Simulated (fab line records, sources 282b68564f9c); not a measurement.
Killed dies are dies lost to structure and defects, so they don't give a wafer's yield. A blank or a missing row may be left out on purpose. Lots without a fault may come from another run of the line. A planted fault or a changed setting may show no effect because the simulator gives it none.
Split-lot experiment | flow rit_cmos | 5 lots, 23 wafers read, on a route of 202 steps

THE SPLIT
At RIT_NWELL_SOFTBAKE_02 (time 60 s), the setting temp_c was moved away from the recipe's 90 C on 10 of the 23 wafers read, by +1.5% to +3.5%. The other wafers ran this setting at the recipe's value.

The reading is taken at the split's own step.

THE READING
NOVOLAK_of_NWELL_COAT_01.thk_nm (the simulator's own value, which no gauge read), in nm, at RIT_NWELL_SOFTBAKE_02 (time 60 s). The file gives no usual value for it. The 13 wafers here that ran the recipe average 1300 nm, standard deviation 2.7 nm.

wafer  | tool, chamber at the split | temp_c as run, C | against the recipe | NOVOLAK_of_NWELL_COAT_01.thk_nm, nm | against lot-mates on the recipe
L074.1 | litho_track-03, 0          | 92.5             | +2.8%              | 1293                                | -10
L074.2 | litho_track-03, 0          | 90               | recipe             | 1301                                | -
L074.3 | litho_track-03, 0          | 90               | recipe             | 1305                                | -
L074.4 | litho_track-03, 0          | 92.5             | +2.8%              | 1295                                | -8
L074.5 | litho_track-03, 0          | 92.5             | +2.8%              | 1294                                | -9
L077.2 | litho_track-02, 0          | 90               | recipe             | 1295                                | -
L077.3 | litho_track-02, 0          | 91.79            | +2.0%              | 1289                                | -10
L077.4 | litho_track-02, 0          | 90               | recipe             | 1299                                | -
L077.5 | litho_track-02, 0          | 91.79            | +2.0%              | 1293                                | -6
L077.6 | litho_track-02, 0          | 90               | recipe             | 1302                                | -
L078.1 | litho_track-02, 0          | 90               | recipe             | 1305                                | -
L078.3 | litho_track-02, 0          | 93.13            | +3.5%              | 1288                                | -13
L078.4 | litho_track-02, 0          | 93.13            | +3.5%              | 1287                                | -14
L078.5 | litho_track-02, 0          | 90               | recipe             | 1298                                | -
L078.6 | litho_track-02, 0          | 90               | recipe             | 1301                                | -
L082.1 | litho_track-01, 0          | 91.34            | +1.5%              | 1294                                | -6
L082.4 | litho_track-01, 0          | 91.34            | +1.5%              | 1294                                | -6
L082.5 | litho_track-01, 0          | 91.34            | +1.5%              | 1294                                | -6
L082.3 | litho_track-01, 0          | 90               | recipe             | 1299                                | -
L082.6 | litho_track-01, 0          | 90               | recipe             | 1302                                | -
L085.2 | litho_track-03, 0          | 90               | recipe             | 1300                                | -
L085.5 | litho_track-03, 0          | 90               | recipe             | 1298                                | -
L085.6 | litho_track-03, 0          | 90               | recipe             | 1301                                | -

THE FIT
A straight line over all 23 wafers: NOVOLAK_of_NWELL_COAT_01.thk_nm changes by -3.32 nm for each +1% of temp_c; r = -0.85; the points scatter about the line by 2.7 nm.
The same after taking each lot's own level away (the mean of its wafers on the recipe; 23 wafers): -3.7 nm for each +1%; r = -0.92; scatter 2 nm.
On that fit, the largest move of temp_c shifts the reading by 13 nm.
The lots' own levels span 1298.7 to 1303.0 nm, that is 1.6 times the standard deviation above.
So the lot-to-lot level changes the slope: the two fits differ.
Check: with one of the wafers moved furthest among these (+3.5%) left out of the fit, the line predicts -12.8 nm for it against its lot-mates. It came out at -13.3 nm against them.

OTHER SPLITS ON THESE WAFERS
These wafers also went through other splits before the reading. Each is held against what the fit with the lots' levels taken away leaves over:
other split on the same wafers  | wafers away from the commonest value | r with NOVOLAK_of_NWELL_COAT_01.thk_nm (lot level and that fit taken away)
RIT_ACTIVE_EXPOSE_08 dose_mj    | 8                                    | -0.32
RIT_FOX1_OXIDATION_00 ox_time_s | 15                                   | +0.04

THE FILE'S OWN FIT
NOVOLAK_of_NWELL_COAT_01.thk_nm changes by -3.72 nm for each +1% of temp_c, r = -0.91.
